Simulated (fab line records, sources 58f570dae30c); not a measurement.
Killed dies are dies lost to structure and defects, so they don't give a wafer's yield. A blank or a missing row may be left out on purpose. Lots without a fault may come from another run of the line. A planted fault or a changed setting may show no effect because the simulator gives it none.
Split-lot experiment | flow berkeley_cmos170 | 5 lots, 23 wafers read, on a route of 331 steps

THE SPLIT
At UCB170_START_OXIDATION_02 (target thk 20 nm, ox time 1800 s), the setting temp_c was moved away from the recipe's 950 C on 15 of the 23 wafers read, by -2.5% to +2.7%. The other wafers ran this setting at the recipe's value.

The file shows no step between the split and the reading.

THE READING
START_OXIDE_THK, in nm, at UCB170_START_THK_MEAS_03. Fault-free wafers of this fab line usually give 20.1 nm, standard deviation 0.4 nm.

wafer  | tool, chamber at the split | temp_c as run, C | against the recipe | START_OXIDE_THK, nm | against lot-mates on the recipe
L075.1 | -, -                       | 976.1            | +2.7%              | 26.5                | no lot-mate on the recipe
L075.2 | -, -                       | 976.1            | +2.7%              | 26.6                | no lot-mate on the recipe
L075.3 | -, -                       | 976.1            | +2.7%              | 26.6                | no lot-mate on the recipe
L075.4 | -, -                       | 976.1            | +2.7%              | 26.7                | no lot-mate on the recipe
L075.5 | -, -                       | 976.1            | +2.7%              | 26.7                | no lot-mate on the recipe
L079.1 | -, -                       | 926.7            | -2.5%              | 15.3                | no lot-mate on the recipe
L079.2 | -, -                       | 926.7            | -2.5%              | 15.4                | no lot-mate on the recipe
L079.3 | -, -                       | 926.7            | -2.5%              | 14.9                | no lot-mate on the recipe
L079.4 | -, -                       | 926.7            | -2.5%              | 14.8                | no lot-mate on the recipe
L079.6 | -, -                       | 926.7            | -2.5%              | 15.4                | no lot-mate on the recipe
L080.2 | furnace-01, 0              | 950              | recipe             | 20.2                | -
L080.3 | furnace-01, 0              | 950              | recipe             | 20.0                | -
L080.4 | furnace-01, 0              | 950              | recipe             | 20.4                | -
L081.1 | -, -                       | 927.5            | -2.4%              | 15.9                | no lot-mate on the recipe
L081.3 | -, -                       | 927.5            | -2.4%              | 15.6                | no lot-mate on the recipe
L081.4 | -, -                       | 927.5            | -2.4%              | 15.6                | no lot-mate on the recipe
L081.5 | -, -                       | 927.5            | -2.4%              | 15.7                | no lot-mate on the recipe
L081.6 | -, -                       | 927.5            | -2.4%              | 15.4                | no lot-mate on the recipe
L082.1 | -, -                       | 950              | recipe             | 19.8                | -
L082.2 | -, -                       | 950              | recipe             | 20.3                | -
L082.4 | -, -                       | 950              | recipe             | 20.3                | -
L082.5 | -, -                       | 950              | recipe             | 20.1                | -
L082.6 | -, -                       | 950              | recipe             | 20.2                | -

THE FIT
A straight line over all 23 wafers: START_OXIDE_THK changes by +2.16 nm for each +1% of temp_c; r = +1.00; the points scatter about the line by 0.32 nm.
Too few moved wafers have a lot-mate on the recipe to fit a line with each lot's own level taken away.

THE WHOLE CHAIN: every reading that the file lists as answering this split, in the file's order
step                      | what it does                     | reading                                                                            | change (the file's fit)              | r (the file's)
UCB170_START_OXIDATION_02 | target thk 20 nm, ox time 1800 s | SiO2_of_START_OXIDATION_02.thk_nm (the simulator's own value, which no gauge read) | +2.16 nm for each +1% of the setting | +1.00
UCB170_START_THK_MEAS_03  |                                  | START_OXIDE_THK                                                                    | +2.16 for each +1% of the setting    | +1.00

THE FILE'S OWN FIT
START_OXIDE_THK changes by +2.16 nm for each +1% of temp_c, r = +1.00.
